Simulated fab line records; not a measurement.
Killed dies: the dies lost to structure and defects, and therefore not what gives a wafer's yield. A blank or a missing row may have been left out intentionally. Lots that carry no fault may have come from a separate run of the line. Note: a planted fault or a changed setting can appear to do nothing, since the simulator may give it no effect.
The tool behind it: which one? -- flow berkeleyCmos170 -- Sampling: 14 lots, 42 wafers, 5 of 331 route steps

== WHAT THE GAUGES SHOWED, per wafer ==
UCB170_PLDD_OVL_MEAS_07. Usual: PLDD_OVL -3 nm, standard deviation 5.6.
lot,measured,on,PLDD_OVL (nm),flag
L372,day 6 01:36,overlay-02,-2 1 2,
L371,day 6 06:46,overlay-02,0 4 -4,
L374,day 6 13:25,overlay-02,-3 -6 5,
L380,day 7 07:42,overlay-02,-2 -8 0,
L376,day 7 07:59,overlay-01,-11 -9 -5,
L375,day 7 08:36,overlay-01,-4 2 -5,
L382,day 7 21:07,overlay-01,-10 -8 -12,
L384,day 8 03:26,overlay-01,-9 -8 -14,
L385,day 8 19:40,overlay-02,1 0 -6,
L389,day 9 06:38,overlay-02,-10 -10 -13,
L391,day 9 19:14,overlay-01,3 -3 9,
L393,day 10 09:25,overlay-01,-8 -3 -2,
L392,day 10 09:40,overlay-01,-3 6 -2,
L390,day 10 09:51,overlay-01,-2 -15 -5,

UCB170_SDANNEAL_RS_MEAS_04: measures by four-point-probe. Usual: PLDD_RS 1032 ohm/sq, standard deviation 3.3.
lot,measured,on,PLDD_RS (ohm/sq),flag
L372,day 6 19:20,filmMetro-02,1036 1036 1036,
L371,day 6 20:15,filmMetro-01,1031 1028 1032,
L374,day 7 04:55,filmMetro-03,1029 1030 1029,
L380,day 7 22:40,filmMetro-01,1033 1032 1028,
L376,day 7 22:59,filmMetro-03,1032 1033 1031,
L375,day 8 00:01,filmMetro-03,- - -,OFF
L382,day 8 09:38,filmMetro-02,- - -,OFF
L384,day 8 17:32,filmMetro-03,1032 1033 1032,
L385,day 9 10:43,filmMetro-01,1027 1026 1029,
L389,day 9 18:03,filmMetro-01,1025 1031 1030,
L391,day 10 05:33,filmMetro-03,1027 1028 1026,
L393,day 10 22:32,filmMetro-03,1030 1032 1028,
L392,day 10 22:40,filmMetro-02,1032 1032 1035,
L390,day 10 22:59,filmMetro-03,1032 1034 1033,

UCB170_V1_THK_MEAS_01. Usual: V1_TEOS_THK 1977 nm, standard deviation 33.
lot,measured,on,V1_TEOS_THK (nm),flag
L372,day 7 07:25,filmMetro-03,1946 1980 1947,
L371,day 7 07:06,filmMetro-01,1922 1968 1992,
L374,day 7 21:15,filmMetro-04,1915 2016 1989,
L380,day 8 10:39,filmMetro-03,1966 1942 1998,
L376,day 8 10:41,filmMetro-04,2004 2008 1963,
L375,day 8 13:14,filmMetro-01,1937 1952 1974,
L382,day 8 23:29,filmMetro-04,1988 2020 2014,
L384,day 9 07:10,filmMetro-01,1995 1998 2039,
L385,day 9 22:46,filmMetro-03,1970 1997 1975,
L389,day 10 06:15,filmMetro-01,1939 2003 2042,
L391,day 10 19:06,filmMetro-04,2030 1968 1960,
L393,day 11 10:26,filmMetro-03,1989 1955 1936,
L392,day 11 10:29,filmMetro-01,1969 1939 1999,
L390,day 11 10:35,filmMetro-04,2009 1916 1926,

== WHAT TOOL EACH LOT RAN ON (gives the tool, then ch and the chambers of the sampled wafers, and finally the start) ==
lot,UCB170_PLDD_IMPLANT_08,UCB170_CONTACT_RTA_08
L372,"implanter-01 ch 0, day 6 01:40","rtpAnneal-02 ch 0, day 7 00:40"
L371,"implanter-04 ch 0, day 6 06:49","rtpAnneal-02 ch 0, day 7 00:00"
L374,"implanter-01 ch 0, day 6 13:29","rtpAnneal-02 ch 0, day 7 10:56"
L380,"implanter-04 ch 0, day 7 07:44","rtpAnneal-01 ch 0, day 8 02:44"
L376,"implanter-01 ch 0, day 7 08:01","rtpAnneal-02 ch 0, day 8 02:49"
L375,"implanter-04 ch 0, day 7 08:39","rtpAnneal-01 ch 0, day 8 04:32"
L382,"implanter-04 ch 0, day 7 21:10","rtpAnneal-02 ch 0, day 8 13:10"
L384,"implanter-03 ch 0, day 8 03:30","rtpAnneal-02 ch 0, day 8 21:17"
L385,"implanter-01 ch 0, day 8 19:45","rtpAnneal-02 ch 0, day 9 15:05"
L389,"implanter-01 ch 0, day 9 06:40","rtpAnneal-01 ch 0, day 10 00:13"
L391,"implanter-01 ch 0, day 9 19:20","rtpAnneal-02 ch 0, day 10 08:55"
L393,"implanter-04 ch 0, day 10 09:29","rtpAnneal-01 ch 0, day 11 01:55"
L392,"implanter-03 ch 0, day 10 09:43","rtpAnneal-02 ch 0, day 11 02:04"
L390,"implanter-01 ch 0, day 10 09:55","rtpAnneal-01 ch 0, day 11 04:01"
- UCB170_PLDD_IMPLANT_08
- UCB170_CONTACT_RTA_08: time 10 s.

== AS READ BY THE TOOLS THEMSELVES (means over the sampled wafers that have a number; for cases with no such wafer, the mark the record gives instead) ==
UCB170_PLDD_IMPLANT_08. Usual: tiltDeg 6.997 degrees, standard deviation 0.019.
lot,tool,tiltDeg (degrees),flag
L372,implanter-01,7.021,
L371,implanter-04,6.981,
L374,implanter-01,6.988,
L380,implanter-04,7.001,
L376,implanter-01,6.990,
L375,implanter-04,8.359,OFF
L382,implanter-04,8.355,OFF
L384,implanter-03,7.016,
L385,implanter-01,6.984,
L389,implanter-01,6.993,
L391,implanter-01,7.017,
L393,implanter-04,6.994,
L392,implanter-03,7.027,
L390,implanter-01,6.991,

UCB170_CONTACT_RTA_08. Usual: lampPowerPct 24.0 %, standard deviation 1.7; wafer_temp_C_max 904.0, standard deviation 0.87.
lot,tool,lampPowerPct (%),wafer_temp_C_max,flag
L372,rtpAnneal-02,22.4,903.3,
L371,rtpAnneal-02,22.4,903.2,
L374,rtpAnneal-02,22.4,903.7,
L380,rtpAnneal-01,25.9,904.3,
L376,rtpAnneal-02,22.4,903.7,
L375,rtpAnneal-01,25.9,904.7,
L382,rtpAnneal-02,22.4,904.0,
L384,rtpAnneal-02,22.4,903.0,
L385,rtpAnneal-02,22.4,903.2,
L389,rtpAnneal-01,25.9,904.8,
L391,rtpAnneal-02,22.4,904.0,
L393,rtpAnneal-01,25.8,903.7,
L392,rtpAnneal-02,22.4,903.7,
L390,rtpAnneal-01,25.9,904.3,

== THE ANSWER, worked out from the rows above alone ==
Rule: lot off if the mean of its wafers having a number is beyond 3 standard deviations from the usual mean. A lot without any number at a reading at which 4 lots or more have one is off too. Where the step has rows for the other lots, those lots are counted as sound. First the gauges in route order, then the tools' own readings, where a lot's mean is used as printed above. The first step at which some lot is off is used, and at that step the reading that is off furthest; a lot without a number counts as furthest.
Off: L375, L382, seen at UCB170_SDANNEAL_RS_MEAS_04 (PLDD_RS). Without a number there: L375, L382.
A tool fits if, at a process step before that reading, it ran every lot that is off, and no sound lot after the first of them. The gauges at UCB170_SDANNEAL_RS_MEAS_04 aren't tried: what is off there is off at UCB170_PLDD_IMPLANT_08 too, on other tools, and a gauge's error can't cause that. No candidate that was tried fits.

== WHAT WAS PUT IN BY THE SIMULATOR ==
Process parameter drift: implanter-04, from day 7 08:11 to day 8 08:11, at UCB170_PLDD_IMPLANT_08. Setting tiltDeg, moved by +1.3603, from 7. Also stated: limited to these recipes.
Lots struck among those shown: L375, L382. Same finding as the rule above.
